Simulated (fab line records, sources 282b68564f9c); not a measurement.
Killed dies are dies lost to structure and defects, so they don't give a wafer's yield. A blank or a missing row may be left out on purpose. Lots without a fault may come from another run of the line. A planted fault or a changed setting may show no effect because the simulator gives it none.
fab line records | flow rit_cmos
record lots=7 wafers=21 last_day=7
route steps=202 shown CONTACT@178 M1@184
lots that met no fault: from a run of the same line without faults
start_h: hours from the record's first day to the start of the lot's first wafer shown | wait_h: hours since the lot's step before | " the same as in the row above | L1.1+2: a row that stands for several wafers | - no value, or no start given | * or withheld: withheld | < > ~ a bound
route shown NAME@n: a module of which the file shows steps, and the number in the route of the first | usual: mean/standard deviation of fault-free wafers | same: alike in all rows | chamber/n: place in a boat | sites: the reading at each site | _std_site: their standard deviation | _edge_site: outer sites' mean less inner sites' | radius_mm: how far each site lies from the wafer's centre | mask NAME#n: copy n | behind: the tool/chamber that last shaped the wafer | hold: why the lot was held/for how many hours/how that ended | device: the transistor (n, p or np) that didn't switch | end of line: the same wafers' tests at the end of the route | a step without rows: its recipe alone | killed: dies lost to structure and defects at the first sort, not the wafer's yield | map: a wafer's dies, x killed, . not, _ none there
set.NAME: the setting as run; set.NAME@STEP: as run at that earlier step | model.NAME: the simulator's own value behind a step, which no gauge read
lots at some steps of the route; a table a step, a row a wafer
services: from which hour (start_h, from the record's first day; less than 0 if before it) a tool's chamber was out of use, for how many hours, and why
## steps
# step RIT_CONTACT_HARDBAKE_10
# recipe resist=NOVOLAK temp_c=140 time_s=60
# step RIT_CONTACT_ETCH_11
# recipe target_depth_a=4800 over_etch_frac=0.2 stop_on=TiSi2 chemistry=CHF3/CF4/Ar target=SiO2 CHF3_flow_sccm=50 cf4_flow_sccm=10 Ar_flow_sccm=100 O2_flow_sccm=5 pressure_mtorr=100 rf_w=200 time_s=320
# usual cf4_flow_sccm=10.00/0.034 drypump_motor_current_A=5.8/0.36 oes_product_au=0.995/0.016 throttle_valve_pct=8.90/0.1
# columns lot.wafer tool chamber start_h wait_h cf4_flow_sccm drypump_motor_current_A oes_product_au rf_hours_counter_h throttle_valve_pct
L257.3 rie_diel-01 0 64.06 0.1 10.03 5.7 1.006 92 8.89
L257.4 " 1 " " 9.99 6.0 1.009 8 8.80
L257.5 " 1 " " 9.98 6.0 1.016 - 8.80
L262.2 rie_diel-01 3 87.95 0.1 10.07 5.2 1.007 6 8.96
L262.4 " 2 " " 9.99 6.5 0.988 143 9.08
L262.5 " 1 " " 10.09 5.9 1.009 - 8.82
L266.1 rie_diel-03 3 108.54 0.1 10.07 5.8 1.003 27 8.83
L266.3 " 2 " " 10.02 5.8 0.989 6 8.81
L266.6 " 0 " " 9.95 5.8 0.986 - 8.85
L273.1 rie_diel-02 2 141.99 0.1 9.98 5.5 0.979 120 8.93
L273.2 " 1 " " 10.01 5.8 0.985 89 9.04
L273.3 " 3 " " 10.00 5.5 1.019 4 8.86
L274.1 rie_diel-01 2 145.33 0.1 9.96 6.5 0.985 144 9.06
L274.2 " 1 " " 9.97 6.0 1.013 9 8.81
L274.5 " 0 " " 10.02 5.7 1.019 - 8.89
L275.3 rie_diel-01 2 152.63 0.1 10.04 6.6 0.984 144 9.07
L275.5 " 2 " " 9.99 6.5 0.984 - 9.08
L275.6 " 1 " " 9.97 5.9 1.017 - 8.82
L276.2 rie_diel-03 2 158.61 0.1 10.00 5.9 0.987 8 8.81
L276.4 " 1 " " 10.05 5.4 0.985 0 8.66
L276.5 " 0 " " 10.09 5.8 0.985 - 8.84
# step RIT_CONTACT_STRIP_12
# recipe chemistry=O2 time_s=180 resist=NOVOLAK platen_temp_c=withheld power_w=500 pressure_mtorr=4000 o2_flow_sccm=4000
# usual drypump_motor_current_A=5.7/0.31
# columns lot.wafer tool chamber start_h wait_h drypump_motor_current_A rf_hours_counter_h
L257.3 plasma_asher-04 1 64.31 0.2 6.5 -
L257.4 " 0 " " 5.5 -
L257.5 " 0 " " 5.4 -
L262.2 plasma_asher-02 0 88.14 0.1 5.6 46
L262.4 " 0 " " 5.6 -
L262.5 " 0 " " 5.6 -
L266.1 plasma_asher-03 0 108.73 0.1 5.5 31
L266.3 " 1 " " 5.4 -
L266.6 " 1 " " 5.4 -
L273.1 plasma_asher-04 1 142.19 0.1 6.5 2
L273.2 " 0 " " 5.5 2
L273.3 " 0 " " 5.5 -
L274.1 plasma_asher-03 0 145.52 0.1 5.5 36
L274.2 " 1 " " 5.4 36
L274.5 " 1 " " 5.4 -
L275.3 plasma_asher-02 0 152.89 0.2 5.6 -
L275.5 " 1 " " 5.8 -
L275.6 " 0 " " 5.6 -
L276.2 plasma_asher-04 1 158.80 0.1 6.5 4
L276.4 " 1 " " 6.4 -
L276.5 " 1 " " 6.5 -
# step RIT_CONTACT_CD_MEAS_90
# recipe target_cd_nm=1000
# usual cd_nm=1000.2/2
# columns lot.wafer tool chamber start_h wait_h cd_nm
L257.3 cd_sem-01 - 64.47 0.1 998.2
L257.4 " - " " 1001.1
L257.5 " - " " 1000.7
L262.2 cd_sem-02 - 88.34 0.1 999.4
L262.4 " - " " 1000.3
L262.5 " - " " 1001.1
L266.1 cd_sem-02 - 108.90 0.1 1000.4
L266.3 " - " " 999.0
L266.6 " - " " 1000.7
L273.1 cd_sem-01 - 142.36 0.1 1000.3
L273.2 " - " " 1001.1
L273.3 " - " " 1000.7
L274.1 cd_sem-02 - 145.70 0.1 997.9
L274.2 " - " " 996.5
L274.5 " - " " 997.9
L275.3 cd_sem-02 - 153.04 0.1 1000.7
L275.5 " - " " 1001.9
L275.6 " - " " 1000.3
L276.2 cd_sem-01 - 159.00 0.1 998.7
L276.4 " - " " 999.5
L276.5 " - " " 998.3
# step RIT_CONTACT_CLEAN_13
# recipe chemistry=SC1 mix=3:3:50 time_s=600 temp_c=75
# step RIT_CONTACT_CLEAN_14
# recipe chemistry=SC2 mix=3:3:50 time_s=600 temp_c=75 dry=n2_spin
# step RIT_M1_SPUTTER_00
# recipe material=Al target_thk_nm=400 power_w=2000 chamber_pressure_pa=0.4 gas=Ar time_s=500 substrate_temp_c=25
# usual cathode_dc_power_W=2000.0/0.37 throttle_valve_pct=30.2/1
# columns lot.wafer tool chamber start_h wait_h cathode_dc_power_W throttle_valve_pct
L257.3 pvd_sputter-02 - 64.90 0.0 1999.7 31.6
L257.4 " - " " 2000.1 30.5
L257.5 " - " " 2000.0 30.6
L262.2 pvd_sputter-01 - 88.79 0.0 1999.8 31.4
L262.4 " - " " 2000.4 29.1
L262.5 " - " " 2000.3 28.3
L266.1 pvd_sputter-01 - 109.37 0.0 2000.6 29.3
L266.3 " - " " 1999.9 28.0
L266.6 " - " " 2000.1 30.7
L273.1 pvd_sputter-01 - 142.83 0.0 2000.1 31.3
L273.2 " - " " 1999.5 27.9
L273.3 " - " " 2000.3 29.1
L274.1 pvd_sputter-04 - 146.17 0.0 1999.8 31.2
L274.2 " - " " 2000.3 29.3
L274.5 " - " " 2000.3 30.5
L275.3 pvd_sputter-01 - 153.49 0.0 2000.3 28.1
L275.5 " - " " 2000.0 31.3
L275.6 " - " " 2000.3 30.6
L276.2 pvd_sputter-01 - 159.46 0.0 2000.0 30.5
L276.4 " - " " 2000.6 29.2
L276.5 " - " " 1999.7 29.4
# step RIT_M1_RS_MEAS_01
# recipe thk_meas_gauge=four-point-probe reads=Al_of_M1_SPUTTER_00
# usual M1_AL_RS=0.0737/0.00072
# columns lot.wafer tool chamber start_h wait_h M1_AL_RS[ohm/sq]
L257.3 film_metro-01 - 65.23 0.2 0.0745
L257.4 " - " " 0.0746
L257.5 " - " " 0.0743
L262.2 film_metro-04 - 89.10 0.2 0.0747
L262.4 " - " " 0.0743
L262.5 " - " " 0.0748
L266.1 film_metro-02 - 109.67 0.1 0.0722
L266.3 " - " " 0.0726
L266.6 " - " " 0.0727
L273.1 film_metro-02 - 143.13 0.1 0.0740
L273.2 " - " " 0.0733
L273.3 " - " " 0.0733
L274.1 film_metro-02 - 146.46 0.1 0.0752
L274.2 " - " " 0.0761
L274.5 " - " " 0.0742
L275.3 film_metro-02 - 153.82 0.2 0.0743
L275.5 " - " " 0.0753
L275.6 " - " " 0.0743
L276.2 film_metro-02 - 159.78 0.2 0.0736
L276.4 " - " " 0.0734
L276.5 " - " " 0.0738
# step RIT_M1_THK_MEAS_02
# recipe thk_meas_gauge=xrf reads=Al_of_M1_SPUTTER_00
# usual M1_AL_THK=396/4.8
# columns lot.wafer tool chamber start_h wait_h M1_AL_THK[nm]
L257.3 film_metro-01 - 65.33 0.1 396
L257.4 " - " " 394
L257.5 " - " " 398
L262.2 film_metro-04 - 89.21 0.1 391
L262.4 " - " " 393
L262.5 " - " " 391
L266.1 film_metro-02 - 109.79 0.1 402
L266.3 " - " " 398
L266.6 " - " " 399
L273.1 film_metro-02 - 143.25 0.1 395
L273.2 " - " " 397
L273.3 " - " " 396
L274.1 film_metro-02 - 146.58 0.1 384
L274.2 " - " " 380
L274.5 " - " " 391
L275.3 film_metro-02 - 153.92 0.1 389
L275.5 " - " " 387
L275.6 " - " " 387
L276.2 film_metro-02 - 159.89 0.1 390
L276.4 " - " " 394
L276.5 " - " " 393
# step RIT_M1_HMDS_03
# recipe prime_time_s=60 prime_temp_c=140
# step RIT_M1_COAT_04
# recipe resist=NOVOLAK spin_rpm=2000 resist_thk_nm=1300
# step RIT_M1_SOFTBAKE_05
# recipe resist=NOVOLAK temp_c=90 time_s=60
# step RIT_M1_EXPOSE_06
# recipe mask_id=M12 na=0.6 source_shape=conventional sigma_outer=0.5 target_cd_nm=2600 dose_mj=250
# columns lot.wafer tool chamber start_h wait_h mask model.M1.overlay_x_nm
L257.3+4+5 iline_stepper-02 0 65.98 0.2 M12#0 0.5612
L262.2+4+5 iline_stepper-02 0 89.86 0.2 M12#0 0.5057
L266.1+3+6 iline_stepper-02 0 110.30 0.1 M12#0 -0.1537
L273.1+2+3 iline_stepper-02 0 143.76 0.1 M12#0 -1.041
L274.1+2+5 iline_stepper-02 0 147.09 0.1 M12#0 361
L275.3+5+6 iline_stepper-02 0 154.45 0.1 M12#0 359.5
L276.2+4+5 iline_stepper-02 0 160.41 0.1 M12#0 358.6
# step RIT_M1_PEB_07
# recipe resist=NOVOLAK temp_c=withheld time_s=withheld
# step RIT_M1_DEVELOP_08
# recipe resist=NOVOLAK develop_time_s=68 dev_temp_c=23
# step RIT_M1_CD_MEAS_09
# recipe target_cd_nm=2600
# usual cd_nm=2599.4/2.2
# columns lot.wafer tool chamber start_h wait_h cd_nm
L257.3 cd_sem-02 - 66.42 - 2598.2
L257.4 " - " " 2600.5
L257.5 " - " " 2599.3
L262.2 cd_sem-02 - 90.41 - 2599.2
L262.4 " - " " 2598.7
L262.5 " - " " 2600.0
L266.1 cd_sem-02 - 110.73 - 2598.5
L266.3 " - " " 2598.2
L266.6 " - " " 2597.1
L273.1 cd_sem-01 - 144.19 - 2600.1
L273.2 " - " " 2600.7
L273.3 " - " " 2600.9
L274.1 cd_sem-01 - 147.52 - 2600.7
L274.2 " - " " 2599.5
L274.5 " - " " 2601.1
L275.3 cd_sem-02 - 154.88 - 2597.4
L275.5 " - " " 2598.5
L275.6 " - " " 2598.6
L276.2 cd_sem-02 - 160.84 - 2598.3
L276.4 " - " " 2596.0
L276.5 " - " " 2596.7
# step RIT_M1_OVL_MEAS_10
# usual M1_OVL=1.0/1.5
# columns lot.wafer tool chamber start_h wait_h M1_OVL[nm]
L257.3 overlay-01 - 66.51 0.1 1.7
L257.4 " - " " 2.3
L257.5 " - " " 3.0
L262.2 overlay-02 - 90.51 0.1 -0.4
L262.4 " - " " -0.5
L262.5 " - " " -1.0
L266.1 overlay-01 - 110.85 0.1 0.8
L266.3 " - " " -0.2
L266.6 " - " " 0.8
L273.1 overlay-01 - 144.31 0.1 -0.6
L273.2 " - " " 0.1
L273.3 " - " " -1.2
L274.1 overlay-01 - 147.64 0.1 361.9
L274.2 " - " " 362.2
L274.5 " - " " 361.8
L275.3 overlay-01 - 154.97 0.1 360.7
L275.5 " - " " 361.0
L275.6 " - " " 360.5
L276.2 overlay-01 - 160.95 0.1 359.2
L276.4 " - " " 359.6
L276.5 " - " " 360.5
# step RIT_M1_HARDBAKE_11
# recipe resist=NOVOLAK temp_c=140 time_s=120
# step RIT_M1_PROBE_99
# usual defect_limited_yield=97.4/1 killed_at_M0_to_M3=0.0/0.12 killed_at_contacts=0.1/0.25 killed_at_front_end=6.8/2.7 killed_dies=6.8/2.7 killed_open=3.4/1.8 killed_short=3.5/1.7 sort_bin_3_pad_short=0.1/0.23 sort_bin_5_function=1.5/0.67 sort_bin_6_memory=1.0/0.67 sort_n_pass=257.2/2.7 sort_yield_pct=97.4/1
# same gross_dies=264 killed_at_M4_up=0 killed_at_back_side=0 killed_at_other=0
# columns lot.wafer tool chamber start_h wait_h defect_limited_yield[%] killed_at_M0_to_M3 killed_at_contacts killed_at_front_end killed_dies killed_open killed_short sort_bin_3_pad_short[%] sort_bin_5_function[%] sort_bin_6_memory[%] sort_n_pass sort_yield_pct[%]
L262.2 prober-01 - 93.09 0.1 97.3 0 0 7 7 3 4 0 0.8 1.9 257.0 97.3
L262.4 prober-01 - 93.19 0.2 98.1 0 1 4 5 0 5 0.4 1.1 0.4 259.0 98.1
L262.5 prober-01 - 93.24 0.2 97.3 0 0 7 7 2 5 0 1.9 0.8 257.0 97.3
L274.1 prober-01 - 150.18 0.1 98.1 0 0 5 5 1 4 0 1.1 0.8 259.0 98.1
L274.2 prober-01 - 150.23 0.1 97.7 0 0 6 6 3 3 0 1.5 0.8 258.0 97.7
L274.5 prober-01 - 150.38 0.2 97.3 0 0 7 7 5 2 0 0.8 1.9 257.0 97.3
# killed by level:class
L262.2 GATE:geometric_particle:short=3 GATE:geometric_particle:open=2 FOX2:geometric_particle:open=1 SPACER:geometric_particle:short=1
L262.4 FOX1:geometric_particle:short=2 GATE:geometric_particle:short=1 SPACER:geometric_particle:short=1 CONTACT:geometric_particle:short=1
L262.5 GATE:geometric_particle:open=2 GATE:geometric_particle:short=2 REOX:geometric_particle:short=1 SPACER:geometric_particle:short=1 SILICIDE:geometric_particle:short=1
L274.1 FOX1:geometric_particle:short=2 FOX1:geometric_particle:open=1 GATE:geometric_particle:short=1 REOX:geometric_particle:short=1
L274.2 FOX1:geometric_particle:open=2 SILICIDE:geometric_particle:short=2 FOX2:geometric_particle:short=1 REOX:geometric_particle:open=1
L274.5 SPACER:geometric_particle:open=2 SILICIDE:geometric_particle:open=2 FOX1:geometric_particle:open=1 FOX1:geometric_particle:short=1 SILICIDE:geometric_particle:short=1
## services
# columns tool chamber start_h hours kind
rie_diel-03 0 46.53 12.1 repair
plasma_asher-04 - 78.79 21.3 repair
pvd_sputter-04 - 87.40 3.9 repair
rie_diel-02 0 90.66 1.9 repair
rie_diel-01 3 95.37 2.0 repair
pvd_sputter-04 - 100.84 0.8 repair
rie_diel-03 1 105.81 - clean
rie_diel-03 1 105.81 32.3 scheduled_down
rie_diel-03 1 105.81 32.3 vent_cycle
rie_diel-01 1 107.04 16.2 repair
plasma_asher-04 - 108.75 9.0 pm
plasma_asher-04 0 108.75 9.0 vent_cycle
plasma_asher-04 1 108.75 9.0 vent_cycle
plasma_asher-04 0 117.75 - clean
plasma_asher-04 1 117.75 - clean
plasma_asher-02 - 126.35 4.3 pm
pvd_sputter-02 - 129.59 12.5 repair
rie_diel-02 - 132.06 2.8 pm
rie_diel-02 0 135.72 15.4 repair
pvd_sputter-02 - 142.72 5.9 repair
## key
first_sign step=RIT_M1_OVL_MEAS_10 reading=M1_OVL direction=up sigmas=99+ usual=1.0 struck=360.8
effect none on later readings
model_effect step=RIT_M1_EXPOSE_06 value=M1.overlay_x_nm without=-0.2873 struck=359.7
met_at RIT_M1_EXPOSE_06
struck_wafers L274.1,L274.2,L274.5,L275.3,L275.5,L275.6,L276.2,L276.4,L276.5
onset_between 143.76 147.09
also_fits time
fault kind=scanner_matching_overlay tool=iline_stepper-02 chamber=- onset_h=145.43 steps=RIT_M1_EXPOSE_06 offset=360
